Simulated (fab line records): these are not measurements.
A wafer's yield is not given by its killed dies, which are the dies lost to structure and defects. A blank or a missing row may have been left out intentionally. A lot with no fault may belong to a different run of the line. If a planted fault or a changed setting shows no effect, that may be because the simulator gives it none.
Which tool is to blame? / flow rit_cmos / 48 wafers from 16 lots sampled at 5 of the route's 202 steps

== WHAT EACH GAUGE READ, for each wafer ==
RIT_NWELL_TW_MEAS_10.
lot=L589; measured=day 2 03:05; on=film_metro-01; NWELL_TW=2155 2147 2143
lot=L590; measured=day 2 07:11; on=film_metro-03; NWELL_TW=2159 2163 2166
lot=L591; measured=day 2 12:07; on=film_metro-04; NWELL_TW=2129 2123 2119
lot=L592; measured=day 2 17:04; on=film_metro-03; NWELL_TW=2165 2163 2163
lot=L594; measured=day 2 23:45; on=film_metro-01; NWELL_TW=2138 2155 2141
lot=L595; measured=day 3 05:49; on=film_metro-04; NWELL_TW=2136 2117 2133
lot=L596; measured=day 3 15:37; on=film_metro-01; NWELL_TW=2157 2155 2146
lot=L598; measured=day 3 22:17; on=film_metro-03; NWELL_TW=2156 2154 2164
lot=L601; measured=day 4 11:50; on=film_metro-01; NWELL_TW=2151 2147 2148
lot=L602; measured=day 4 14:40; on=film_metro-01; NWELL_TW=2158 2158 2146
lot=L604; measured=day 5 05:04; on=film_metro-04; NWELL_TW=2115 2102 2104
lot=L605; measured=day 5 10:29; on=film_metro-04; NWELL_TW=2124 2118 2111
lot=L606; measured=day 5 10:41; on=film_metro-03; NWELL_TW=2168 2167 2159
lot=L607; measured=day 5 16:38; on=film_metro-01; NWELL_TW=2147 2167 2158
lot=L609; measured=day 6 03:10; on=film_metro-04; NWELL_TW=2122 2115 2130
lot=L612; measured=day 6 17:38; on=film_metro-03; NWELL_TW=2175 2162 2166

RIT_PRETRO_OVL_MEAS_06.
lot=L589; measured=day 2 14:12; on=overlay-01; PRETRO_OVL (nm)=2.2 2.0 1.7
lot=L590; measured=day 2 18:56; on=overlay-02; PRETRO_OVL (nm)=0.8 1.6 1.1
lot=L591; measured=day 2 22:43; on=overlay-01; PRETRO_OVL (nm)=0.4 1.7 1.5
lot=L592; measured=day 3 03:28; on=overlay-01; PRETRO_OVL (nm)=1.9 1.4 3.2
lot=L594; measured=day 3 11:17; on=overlay-02; PRETRO_OVL (nm)=-1.9 -0.9 -2.0
lot=L595; measured=day 3 18:57; on=overlay-02; PRETRO_OVL (nm)=0.5 0.5 -0.8
lot=L596; measured=day 4 02:30; on=overlay-02; PRETRO_OVL (nm)=0.6 0.0 0.0
lot=L598; measured=day 4 09:29; on=overlay-01; PRETRO_OVL (nm)=-1.1 -0.5 0.2
lot=L601; measured=day 4 22:31; on=overlay-02; PRETRO_OVL (nm)=3.6 2.3 2.1
lot=L602; measured=day 5 02:48; on=overlay-01; PRETRO_OVL (nm)=1.9 0.9 1.8
lot=L604; measured=day 5 18:48; on=overlay-01; PRETRO_OVL (nm)=1.3 0.3 0.2
lot=L605; measured=day 5 22:02; on=overlay-02; PRETRO_OVL (nm)=-1.0 -0.3 -1.7
lot=L606; measured=day 5 22:36; on=overlay-01; PRETRO_OVL (nm)=-0.3 0.5 1.4
lot=L607; measured=day 6 02:20; on=overlay-02; PRETRO_OVL (nm)=1.7 1.3 1.3
lot=L609; measured=day 6 12:52; on=overlay-01; PRETRO_OVL (nm)=-0.9 0.8 0.2
lot=L612; measured=day 7 04:04; on=overlay-01; PRETRO_OVL (nm)=-0.8 -0.1 -1.2

RIT_GATE_OVL_MEAS_17.
lot=L589; measured=day 2 21:57; on=overlay-02; GATE_OVL (nm)=-1.7 -0.7 -1.0
lot=L590; measured=day 3 03:14; on=overlay-02; GATE_OVL (nm)=-0.3 -0.4 0.0
lot=L591; measured=day 3 10:04; on=overlay-02; GATE_OVL (nm)=2.1 1.3 2.8
lot=L592; measured=day 3 15:53; on=overlay-02; GATE_OVL (nm)=0.7 0.6 -1.1
lot=L594; measured=day 3 19:20; on=overlay-01; GATE_OVL (nm)=-0.9 -2.5 -0.9
lot=L595; measured=day 4 02:50; on=overlay-01; GATE_OVL (nm)=-0.5 -0.1 -0.8
lot=L596; measured=day 4 10:42; on=overlay-02; GATE_OVL (nm)=-0.2 0.5 0.3
lot=L598; measured=day 4 16:38; on=overlay-01; GATE_OVL (nm)=-2.3 -2.8 -2.6
lot=L601; measured=day 5 05:41; on=overlay-02; GATE_OVL (nm)=240.3 241.5 240.2
lot=L602; measured=day 5 09:01; on=overlay-01; GATE_OVL (nm)=238.7 238.6 239.2
lot=L604; measured=day 6 01:20; on=overlay-02; GATE_OVL (nm)=239.3 238.9 239.4
lot=L605; measured=day 6 04:26; on=overlay-01; GATE_OVL (nm)=239.6 238.4 238.0
lot=L606; measured=day 6 06:08; on=overlay-02; GATE_OVL (nm)=0.5 0.3 0.0
lot=L607; measured=day 6 10:10; on=overlay-01; GATE_OVL (nm)=-0.8 0.0 -0.2
lot=L609; measured=day 6 19:15; on=overlay-02; GATE_OVL (nm)=2.5 3.6 2.7
lot=L612; measured=day 7 11:43; on=overlay-02; GATE_OVL (nm)=0.4 0.9 1.5

RIT_CONTACT_THK_MEAS_01.
lot=L589; measured=day 3 13:27; on=film_metro-04; CONTACT_TEOS_THK (nm)=400 386 409
lot=L590; measured=day 3 22:22; on=film_metro-04; CONTACT_TEOS_THK (nm)=394 392 398
lot=L591; measured=day 4 01:56; on=film_metro-03; CONTACT_TEOS_THK (nm)=400 398 408
lot=L592; measured=day 4 05:50; on=film_metro-01; CONTACT_TEOS_THK (nm)=401 406 396
lot=L594; measured=day 4 10:52; on=film_metro-01; CONTACT_TEOS_THK (nm)=384 398 400
lot=L595; measured=day 4 18:38; on=film_metro-04; CONTACT_TEOS_THK (nm)=395 395 403
lot=L596; measured=day 5 00:47; on=film_metro-03; CONTACT_TEOS_THK (nm)=399 400 400
lot=L598; measured=day 5 09:17; on=film_metro-01; CONTACT_TEOS_THK (nm)=391 404 393
lot=L601; measured=day 5 20:24; on=film_metro-04; CONTACT_TEOS_THK (nm)=408 409 394
lot=L602; measured=day 6 00:32; on=film_metro-03; CONTACT_TEOS_THK (nm)=401 402 398
lot=L604; measured=day 6 15:20; on=film_metro-04; CONTACT_TEOS_THK (nm)=398 390 406
lot=L605; measured=day 6 18:20; on=film_metro-03; CONTACT_TEOS_THK (nm)=394 401 400
lot=L606; measured=day 6 21:10; on=film_metro-01; CONTACT_TEOS_THK (nm)=401 398 396
lot=L607; measured=day 7 02:46; on=film_metro-01; CONTACT_TEOS_THK (nm)=400 405 411
lot=L609; measured=day 7 10:22; on=film_metro-03; CONTACT_TEOS_THK (nm)=404 410 407
lot=L612; measured=day 8 05:02; on=film_metro-03; CONTACT_TEOS_THK (nm)=396 392 401

== WHAT TOOL EACH LOT RAN ON (gives the tool, then ch and the chambers of the sampled wafers, and finally the start) ==
lot=L589; RIT_GATE_EXPOSE_13=iline_stepper-02 ch 0, day 2 21:19
lot=L590; RIT_GATE_EXPOSE_13=iline_stepper-02 ch 0, day 3 02:44
lot=L591; RIT_GATE_EXPOSE_13=iline_stepper-01 ch 0, day 3 09:28
lot=L592; RIT_GATE_EXPOSE_13=iline_stepper-01 ch 0, day 3 15:22
lot=L594; RIT_GATE_EXPOSE_13=iline_stepper-02 ch 0, day 3 18:49
lot=L595; RIT_GATE_EXPOSE_13=iline_stepper-01 ch 0, day 4 02:16
lot=L596; RIT_GATE_EXPOSE_13=iline_stepper-01 ch 0, day 4 10:11
lot=L598; RIT_GATE_EXPOSE_13=iline_stepper-01 ch 0, day 4 16:07
lot=L601; RIT_GATE_EXPOSE_13=iline_stepper-02 ch 0, day 5 05:07
lot=L602; RIT_GATE_EXPOSE_13=iline_stepper-02 ch 0, day 5 08:31
lot=L604; RIT_GATE_EXPOSE_13=iline_stepper-02 ch 0, day 6 00:49
lot=L605; RIT_GATE_EXPOSE_13=iline_stepper-02 ch 0, day 6 03:52
lot=L606; RIT_GATE_EXPOSE_13=iline_stepper-01 ch 0, day 6 05:35
lot=L607; RIT_GATE_EXPOSE_13=iline_stepper-01 ch 0, day 6 09:40
lot=L609; RIT_GATE_EXPOSE_13=iline_stepper-01 ch 0, day 6 18:44
lot=L612; RIT_GATE_EXPOSE_13=iline_stepper-01 ch 0, day 7 11:12
- RIT_GATE_EXPOSE_13: exposes mask M6, target cd 150 nm.

== WHAT THE TOOLS THEMSELVES READ (means of the sampled wafers that have a number; where no wafer has one, the mark that the record gives instead) ==
The record holds no such reading with a usual standard deviation.

== THE ANSWER, worked out from the rows above alone ==
Rule: usual is defined by the lots themselves. The widest of any qualifying gaps counts: lots, ordered by their means at a reading, are off when they make up no more than a third of the lots, leave a main group of 4 or more, and stand apart from it by 3 or more times the standard deviation of that group's means. A main group whose means are all the same, to the digits that the tables above print for the reading, isn't used. Also off: a lot with no number at a reading for which 4 or more lots have one. Where the step has rows for the other lots, those lots are counted as sound. After the gauges, taken in route order, come the tools' own readings; for these a lot's mean is taken, as printed above. The first step at which some lot is off is used, and at that step the reading that is off furthest; a lot without a number counts as furthest.
Off: L601, L602, L604, L605, seen at RIT_GATE_OVL_MEAS_17 (GATE_OVL). For the main group the mean is 0.0 nm and the standard deviation 1.4.
A tool fits if, at a process step before that reading, it ran every lot that is off, and no sound lot after the first of them. The gauges at RIT_GATE_OVL_MEAS_17 are tried like those tools. One fits: iline_stepper-02 at RIT_GATE_EXPOSE_13. A fault onset in the window from L594 (day 3 18:49, its last sound lot) to L601 (day 5 05:07, its first lot off) fits.

== WHAT THE SIMULATOR HAD PUT IN ==
Scanner matching overlay: iline_stepper-02, from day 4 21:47 on, at RIT_GATE_EXPOSE_13. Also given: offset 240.
Struck lots among those shown: L601, L602, L604, L605. The rule above found the same.
